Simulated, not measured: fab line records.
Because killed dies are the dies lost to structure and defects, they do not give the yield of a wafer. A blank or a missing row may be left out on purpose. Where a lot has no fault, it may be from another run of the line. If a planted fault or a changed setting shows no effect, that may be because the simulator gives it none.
What tool caused it? | flow rit cmos | Sampling: 14 lots, 42 wafers, 5 of 202 route steps

== WHAT THE GAUGES SHOWED, per wafer ==
RIT_FOX1_THK_MEAS_01.
lot  | measured    | on            | FOX1_OXIDE_THK (nm)
L957 | day 2 00:26 | film metro-03 | 350 349 351
L958 | day 2 04:53 | film metro-01 | 353 345 346
L959 | day 2 08:43 | film metro-01 | 357 359 362
L960 | day 2 13:35 | film metro-04 | 353 354 364
L961 | day 2 20:23 | film metro-04 | 352 345 348
L962 | day 3 00:23 | film metro-04 | 339 339 343
L963 | day 3 05:22 | film metro-01 | 342 341 346
L972 | day 5 02:41 | film metro-01 | 361 356 365
L973 | day 5 07:17 | film metro-01 | 364 364 363
L974 | day 5 12:34 | film metro-04 | 344 352 345
L975 | day 5 18:20 | film metro-03 | 355 360 351
L977 | day 6 03:56 | film metro-01 | 365 363 363
L978 | day 6 08:07 | film metro-04 | 350 351 354
L979 | day 6 13:48 | film metro-04 | 356 351 358

RIT_NWELL_OVL_MEAS_06.
lot  | measured    | on         | NWELL_OVL (nm)
L957 | day 2 04:35 | overlay-01 | 3.1 -0.1 0.4
L958 | day 2 09:29 | overlay-01 | 1.2 0.5 0.0
L959 | day 2 12:02 | overlay-02 | -0.8 1.0 -0.1
L960 | day 2 17:01 | overlay-01 | 2.9 2.3 -0.6
L961 | day 2 23:52 | overlay-01 | 2.1 0.1 2.2
L962 | day 3 03:43 | overlay-02 | 2.6 1.7 3.1
L963 | day 3 09:34 | overlay-02 | 0.9 -0.3 0.1
L972 | day 5 06:00 | overlay-02 | 3.0 3.0 1.0
L973 | day 5 10:48 | overlay-01 | 1.9 3.2 2.0
L974 | day 5 15:59 | overlay-02 | 1.4 -1.4 -0.9
L975 | day 5 22:00 | overlay-02 | -1.1 -0.4 1.5
L977 | day 6 07:27 | overlay-01 | 2.1 3.2 4.6
L978 | day 6 11:34 | overlay-01 | 0.8 1.4 1.3
L979 | day 6 18:30 | overlay-01 | -0.2 -1.2 1.2

RIT_NRETRO_TW_MEAS_10.
lot  | measured    | on            | NRETRO_TW
L957 | day 2 13:52 | film metro-02 | 1069 1071 1070
L958 | day 2 20:04 | film metro-03 | 1037 1045 1036
L959 | day 2 21:20 | film metro-03 | 1042 1037 1040
L960 | day 3 02:41 | film metro-03 | 1042 1043 1045
L961 | day 3 09:52 | film metro-03 | 1174 1172 1173 1172 1177 1174
L962 | day 3 14:11 | film metro-02 | 1195 1192 1191 1195 1190 1189
L963 | day 3 18:46 | film metro-02 | 1062 1063 1072
L972 | day 5 15:35 | film metro-01 | 1069 1067 1070
L973 | day 5 20:58 | film metro-03 | 1034 1037 1033
L974 | day 6 01:10 | film metro-03 | 1041 1048 1035
L975 | day 6 08:40 | film metro-03 | 1039 1033 1034
L977 | day 6 16:44 | film metro-01 | 1062 1063 1071
L978 | day 6 21:02 | film metro-01 | 1063 1065 1063
L979 | day 7 03:40 | film metro-01 | 1074 1068 1073

== TOOL THAT RAN EACH LOT (tool first, then ch and the chambers of the sampled wafers, then the start) ==
lot  | RIT_NRETRO_IMPLANT_08          | RIT_NRETRO_STRIP_09
L957 | implanter-03 ch 0, day 2 13:32 | plasma asher-01 ch 0,1, day 2 13:41
L958 | implanter-02 ch 0, day 2 19:47 | plasma asher-01 ch 0,1, day 2 19:55
L959 | implanter-03 ch 0, day 2 21:01 | plasma asher-04 ch 0,1, day 2 21:10
L960 | implanter-02 ch 0, day 3 02:22 | plasma asher-03 ch 0,1, day 3 02:29
L961 | implanter-03 ch 0, day 3 09:32 | plasma asher-01 ch 0,1, day 3 09:41
L962 | implanter-03 ch 0, day 3 13:52 | plasma asher-04 ch 0,1, day 3 14:00
L963 | implanter-04 ch 0, day 3 18:26 | plasma asher-04 ch 0, day 3 18:35
L972 | implanter-02 ch 0, day 5 15:17 | plasma asher-04 ch 0,1, day 5 15:25
L973 | implanter-04 ch 0, day 5 20:40 | plasma asher-04 ch 0,1, day 5 20:47
L974 | implanter-02 ch 0, day 6 00:53 | plasma asher-01 ch 0,1, day 6 01:02
L975 | implanter-02 ch 0, day 6 08:20 | plasma asher-01 ch 0,1, day 6 08:29
L977 | implanter-02 ch 0, day 6 16:25 | plasma asher-01 ch 0,1, day 6 16:34
L978 | implanter-04 ch 0, day 6 20:43 | plasma asher-03 ch 0,1, day 6 20:52
L979 | implanter-03 ch 0, day 7 03:22 | plasma asher-01 ch 0,1, day 7 03:29
- RIT_NRETRO_IMPLANT_08
- RIT_NRETRO_STRIP_09: strips in O2, time 180 s.

== WHAT THE TOOLS THEMSELVES READ (means of the sampled wafers that have a number; where no wafer has one, the mark that the record gives instead) ==
RIT_NRETRO_IMPLANT_08.
lot  | tool         | beam on s (s) | dose ions cm2 | faraday current uA
L957 | implanter-03 | 10.15         | 1e+13         | 31.4
L958 | implanter-02 | 10.04         | 1e+13         | 31.6
L959 | implanter-03 | 9.98          | 1e+13         | 31.7
L960 | implanter-02 | 9.99          | 1e+13         | 31.7
L961 | implanter-03 | 14.10         | 1e+13         | 22.5
L962 | implanter-03 | 14.40         | 1e+13         | 22.0
L963 | implanter-04 | 9.78          | 1e+13         | 32.4
L972 | implanter-02 | 10.04         | 1e+13         | 31.5
L973 | implanter-04 | 10.04         | 1e+13         | 31.6
L974 | implanter-02 | 10.10         | 1e+13         | 31.5
L975 | implanter-02 | 9.75          | 1e+13         | 32.5
L977 | implanter-02 | 10.02         | 1e+13         | 31.7
L978 | implanter-04 | 10.09         | 1e+13         | 31.3
L979 | implanter-03 | 9.96          | 1e+13         | 31.8

RIT_NRETRO_STRIP_09.
lot  | tool            | drypump motor current A (A)
L957 | plasma asher-01 | 6.04
L958 | plasma asher-01 | 6.17
L959 | plasma asher-04 | 6.10
L960 | plasma asher-03 | 6.42
L961 | plasma asher-01 | 6.02
L962 | plasma asher-04 | 6.12
L963 | plasma asher-04 | 6.02
L972 | plasma asher-04 | 6.08
L973 | plasma asher-04 | 6.08
L974 | plasma asher-01 | 6.04
L975 | plasma asher-01 | 6.18
L977 | plasma asher-01 | 6.17
L978 | plasma asher-03 | 6.40
L979 | plasma asher-01 | 6.17

== THE ANSWER, worked out from the rows above alone ==
Rule: what is usual is taken from the lots themselves. Put in order of their means at a reading, lots are off if they are a third of the lots or fewer, leave a main group of 4 or more, and stand apart from it by a gap of 3 or more times the standard deviation of the main group's means; of several such gaps the widest counts. A main group whose means are all the same, to the digits that the tables above print for the reading, isn't used. A lot without any number at a reading at which 4 lots or more have one is off too. All remaining lots with rows at the step are treated as sound. After the gauges, taken in route order, come the tools' own readings; for these a lot's mean is taken, as printed above. The first step at which some lot is off is used, and at that step the reading that is off furthest; a lot without a number counts as furthest.
Off: L961, L962, seen at RIT_NRETRO_TW_MEAS_10 (NRETRO_TW). Mean 1053 and standard deviation 15 in the main group.
If a tool, at a process step before that reading, ran all the lots that are off and no sound lot after the first of them, it fits. Not tried: the gauges at RIT_NRETRO_TW_MEAS_10; whatever is off there is also off at RIT_NRETRO_IMPLANT_08, on other tools, and gauge error can't account for it. None of those tried fits.

== WHAT HAD BEEN PUT IN BY THE SIMULATOR ==
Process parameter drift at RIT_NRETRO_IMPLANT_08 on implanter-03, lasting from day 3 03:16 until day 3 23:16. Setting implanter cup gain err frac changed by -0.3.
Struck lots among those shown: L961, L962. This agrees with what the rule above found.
